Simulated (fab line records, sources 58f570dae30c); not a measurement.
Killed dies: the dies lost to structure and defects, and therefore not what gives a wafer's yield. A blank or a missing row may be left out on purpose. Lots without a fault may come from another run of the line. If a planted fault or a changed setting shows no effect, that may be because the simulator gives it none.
Split-lot trial / flow berkeley_cmos170 / on a route of 331 steps: 5 lots, 23 wafers read

## SPLIT DETAILS
At UCB170_PLDD_IMPLANT_08, the setting energy_kev was moved away from the recipe's 10 on 9 of the 23 wafers read, by -4.0% to +4.4%. All remaining wafers had this setting at the recipe value.

The reading is taken at the split's own step.

## THE READING
In nm, at UCB170_PLDD_IMPLANT_08: implant.drp_nm, which is the simulator's own figure and was read by no gauge. No usual value for it is given in the file.

wafer=L074.2; tool, chamber at the split=implanter-03, 0; energy_kev as run=10; against the recipe=recipe; implant.drp_nm, nm=6.005; against lot-mates on the recipe=-
wafer=L074.3; tool, chamber at the split=implanter-03, 0; energy_kev as run=10; against the recipe=recipe; implant.drp_nm, nm=6.005; against lot-mates on the recipe=-
wafer=L074.5; tool, chamber at the split=implanter-03, 0; energy_kev as run=10; against the recipe=recipe; implant.drp_nm, nm=6.005; against lot-mates on the recipe=-
wafer=L074.4; tool, chamber at the split=implanter-03, 0; energy_kev as run=9.601; against the recipe=-4.0%; implant.drp_nm, nm=5.837; against lot-mates on the recipe=-0.168
wafer=L074.6; tool, chamber at the split=implanter-03, 0; energy_kev as run=9.601; against the recipe=-4.0%; implant.drp_nm, nm=5.837; against lot-mates on the recipe=-0.168
wafer=L078.1; tool, chamber at the split=implanter-03, 0; energy_kev as run=10; against the recipe=recipe; implant.drp_nm, nm=6.005; against lot-mates on the recipe=-
wafer=L078.5; tool, chamber at the split=implanter-03, 0; energy_kev as run=10; against the recipe=recipe; implant.drp_nm, nm=6.005; against lot-mates on the recipe=-
wafer=L078.6; tool, chamber at the split=implanter-03, 0; energy_kev as run=10; against the recipe=recipe; implant.drp_nm, nm=6.005; against lot-mates on the recipe=-
wafer=L078.3; tool, chamber at the split=implanter-03, 0; energy_kev as run=9.658; against the recipe=-3.4%; implant.drp_nm, nm=5.861; against lot-mates on the recipe=-0.144
wafer=L078.4; tool, chamber at the split=implanter-03, 0; energy_kev as run=9.658; against the recipe=-3.4%; implant.drp_nm, nm=5.861; against lot-mates on the recipe=-0.144
wafer=L081.1; tool, chamber at the split=implanter-02, 0; energy_kev as run=10; against the recipe=recipe; implant.drp_nm, nm=6.005; against lot-mates on the recipe=-
wafer=L081.3; tool, chamber at the split=implanter-02, 0; energy_kev as run=10; against the recipe=recipe; implant.drp_nm, nm=6.005; against lot-mates on the recipe=-
wafer=L081.4; tool, chamber at the split=implanter-02, 0; energy_kev as run=10; against the recipe=recipe; implant.drp_nm, nm=6.005; against lot-mates on the recipe=-
wafer=L084.1; tool, chamber at the split=implanter-02, 0; energy_kev as run=10; against the recipe=recipe; implant.drp_nm, nm=6.005; against lot-mates on the recipe=-
wafer=L084.2; tool, chamber at the split=implanter-02, 0; energy_kev as run=10; against the recipe=recipe; implant.drp_nm, nm=6.005; against lot-mates on the recipe=-
wafer=L084.3; tool, chamber at the split=implanter-02, 0; energy_kev as run=10.33; against the recipe=+3.3%; implant.drp_nm, nm=6.141; against lot-mates on the recipe=+0.136
wafer=L084.5; tool, chamber at the split=implanter-02, 0; energy_kev as run=10.33; against the recipe=+3.3%; implant.drp_nm, nm=6.141; against lot-mates on the recipe=+0.136
wafer=L084.6; tool, chamber at the split=implanter-02, 0; energy_kev as run=10.33; against the recipe=+3.3%; implant.drp_nm, nm=6.141; against lot-mates on the recipe=+0.136
wafer=L085.1; tool, chamber at the split=implanter-04, 0; energy_kev as run=10; against the recipe=recipe; implant.drp_nm, nm=6.005; against lot-mates on the recipe=-
wafer=L085.4; tool, chamber at the split=implanter-04, 0; energy_kev as run=10; against the recipe=recipe; implant.drp_nm, nm=6.005; against lot-mates on the recipe=-
wafer=L085.5; tool, chamber at the split=implanter-04, 0; energy_kev as run=10; against the recipe=recipe; implant.drp_nm, nm=6.005; against lot-mates on the recipe=-
wafer=L085.3; tool, chamber at the split=implanter-04, 0; energy_kev as run=10.44; against the recipe=+4.4%; implant.drp_nm, nm=6.187; against lot-mates on the recipe=+0.182
wafer=L085.6; tool, chamber at the split=implanter-04, 0; energy_kev as run=10.44; against the recipe=+4.4%; implant.drp_nm, nm=6.187; against lot-mates on the recipe=+0.182

FIT RESULTS
A straight line over all 23 wafers: implant.drp_nm changes by +0.0417 nm for each +1% of energy_kev; r = +1.00; the points scatter about the line by 0.00078 nm.
The same after taking each lot's own level away (the mean of its wafers on the recipe; 23 wafers): +0.0417 nm for each +1%; r = +1.00; scatter 0.00078 nm.
The reading moves by 0.18 nm for the largest change in energy_kev, on that fit.
The lots' own levels span 6.0050 to 6.0050 nm.
So the lot-to-lot level changes the slope little: the two slopes agree.
Check: for one of the wafers moved furthest among these (+4.4%), held out of the fit, the line's prediction against its lot-mates is +0.183 nm. Against them it came out at +0.182 nm.

## OTHER SPLITS ON THESE WAFERS
Note: prior to the reading, these wafers also went through further splits. Each is held against what the fit with the lots' levels taken away leaves over:
other split on the same wafers=UCB170_NWELL_PEB_10 peb_temp_c; wafers away from the commonest value=7; r with implant.drp_nm (lot level and that fit taken away)=+0.17
other split on the same wafers=UCB170_NWELL_ETCH_13 time_s; wafers away from the commonest value=5; r with implant.drp_nm (lot level and that fit taken away)=+0.08
other split on the same wafers=UCB170_PWELL_IMPLANT_15 dose_cm2; wafers away from the commonest value=11; r with implant.drp_nm (lot level and that fit taken away)=-0.05
other split on the same wafers=UCB170_ACTIVE_COAT_08 spin_rpm; wafers away from the commonest value=5; r with implant.drp_nm (lot level and that fit taken away)=+0.24
other split on the same wafers=UCB170_FIELD_OXIDATION_01 temp_c; wafers away from the commonest value=15; r with implant.drp_nm (lot level and that fit taken away)=+0.10
other split on the same wafers=UCB170_SCREENOX_OXIDATION_01 ox_time_s; wafers away from the commonest value=15; r with implant.drp_nm (lot level and that fit taken away)=-0.28
other split on the same wafers=UCB170_NVT_IMPLANT_07 tilt_deg; wafers away from the commonest value=5; r with implant.drp_nm (lot level and that fit taken away)=+0.32

## THE WHOLE CHAIN: every reading that the file lists as answering this split, in the file's order
step=UCB170_PLDD_IMPLANT_08; what it does=; reading=implant.rp_nm (the simulator's own value, which no gauge read); change (the file's fit)=+0.0757 nm for each +1% of the setting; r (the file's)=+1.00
step=UCB170_PLDD_IMPLANT_08; what it does=; reading=implant.drp_nm (the simulator's own value, which no gauge read); change (the file's fit)=+0.0416 nm for each +1% of the setting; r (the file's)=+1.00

## THE FILE'S OWN FIT
implant.drp_nm changes by +0.0416 nm for each +1% of energy_kev, r = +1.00.
